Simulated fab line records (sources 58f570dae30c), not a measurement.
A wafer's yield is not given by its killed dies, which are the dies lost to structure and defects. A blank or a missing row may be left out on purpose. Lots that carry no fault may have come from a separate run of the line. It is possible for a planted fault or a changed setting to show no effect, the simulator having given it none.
Split-lot trial ; flow berkeleyCmos170 ; 23 wafers read from 5 lots, route of 331 steps

== ON THE SPLIT ==
At UCB170_M2_METAL_ETCH_18 (etches Al in Cl2/BCl3, stops on SiO2, target depth 1170 nm, time 195 s), the setting timeS was moved away from the recipe's 195 s on 9 of the 23 wafers read, by -8.0% to +6.6%. All remaining wafers had this setting at the recipe value.

Split to reading: the file shows no intervening step.

== THE READING ==
oesProductAu, in a.u., at UCB170_M2_STRIP_19 (strips in O2). Typical for fault-free wafers on this fab line: 0.549 a.u., with standard deviation 0.011 a.u.

wafer;tool, chamber at the split;timeS as run, s;against the recipe;oesProductAu, a.u.;against lot-mates on the recipe
L077.2;rieMetal-02, 1;203.5;+4.4%;0.504;-0.028
L077.3;rieMetal-02, 1;195;recipe;0.528;-
L077.4;rieMetal-02, 0;203.5;+4.4%;0.498;-0.034
L077.5;rieMetal-02, 0;195;recipe;0.537;-
L077.6;rieMetal-02, 1;203.5;+4.4%;0.498;-0.034
L079.1;rieMetal-01, 0;195;recipe;0.572;-
L079.2;rieMetal-01, 1;179.4;-8.0%;0.623;+0.056
L079.3;rieMetal-01, 0;179.4;-8.0%;0.627;+0.060
L079.5;rieMetal-01, 1;195;recipe;0.562;-
L079.6;rieMetal-01, 0;195;recipe;0.566;-
L080.1;rieMetal-02, 1;195;recipe;0.538;-
L080.5;rieMetal-02, 1;195;recipe;0.535;-
L080.6;rieMetal-02, 0;195;recipe;0.541;-
L085.1;rieMetal-01, 1;195;recipe;0.557;-
L085.2;rieMetal-01, 1;195;recipe;0.560;-
L085.4;rieMetal-01, 1;207.9;+6.6%;0.509;-0.047
L085.5;rieMetal-01, 1;195;recipe;0.552;-
L085.6;rieMetal-01, 1;207.9;+6.6%;0.517;-0.039
L083.1;rieMetal-04, 1;184.6;-5.3%;0.576;+0.019
L083.2;rieMetal-04, 0;195;recipe;0.568;-
L083.4;rieMetal-04, 1;195;recipe;0.555;-
L083.5;rieMetal-04, 0;184.6;-5.3%;0.605;+0.048
L083.6;rieMetal-04, 1;195;recipe;0.547;-

THE FIT
A straight line over all 23 wafers: oesProductAu changes by -0.00842 a.u. for each +1% of timeS; r = -0.92; the points scatter about the line by 0.014 a.u.
The same after taking each lot's own level away (the mean of its wafers on the recipe; 23 wafers): -0.00696 a.u. for each +1%; r = -0.97; scatter 0.0066 a.u.
That fit puts the effect of the largest move of timeS on the reading at 0.056 a.u.
Across the lots, their own levels run from 0.5325 to 0.5667 a.u., a range of 3.1 times the standard deviation given above.
Hence the slope depends on the lot-to-lot level, as the two fits are not the same.
Check: with one of the wafers moved furthest among these (-8.0%) left out of the fit, the line predicts +0.0553 a.u. for it against its lot-mates. Against them it came out at +0.0563 a.u.

== OTHER SPLITS ON THESE WAFERS ==
Before the reading, these wafers also passed through other splits. Each is held against what the fit with the lots' levels taken away leaves over:
other split on the same wafers;wafers away from the commonest value;r with oesProductAu (lot level and that fit taken away)
UCB170_M2_PEB_13 pebTempC;11;+0.51

== THE WHOLE CHAIN: every reading that the file lists as answering this split, in the file's order ==
step;what it does;reading;change (the file's fit);r (the file's)
UCB170_M2_METAL_ETCH_18;etches Al in Cl2/BCl3, stops on SiO2, target depth 1170 nm, time 195 s;KrF_of_M2_COAT_10.thkNm (the simulator's own value, which no gauge read);-6.64 nm for each +1% of the setting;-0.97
UCB170_M2_STRIP_19;strips in O2;oesProductAu;-0.00691 a.u. for each +1% of the setting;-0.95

== FILE'S OWN FIT ==
oesProductAu changes by -0.00691 a.u. for each +1% of timeS, r = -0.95.
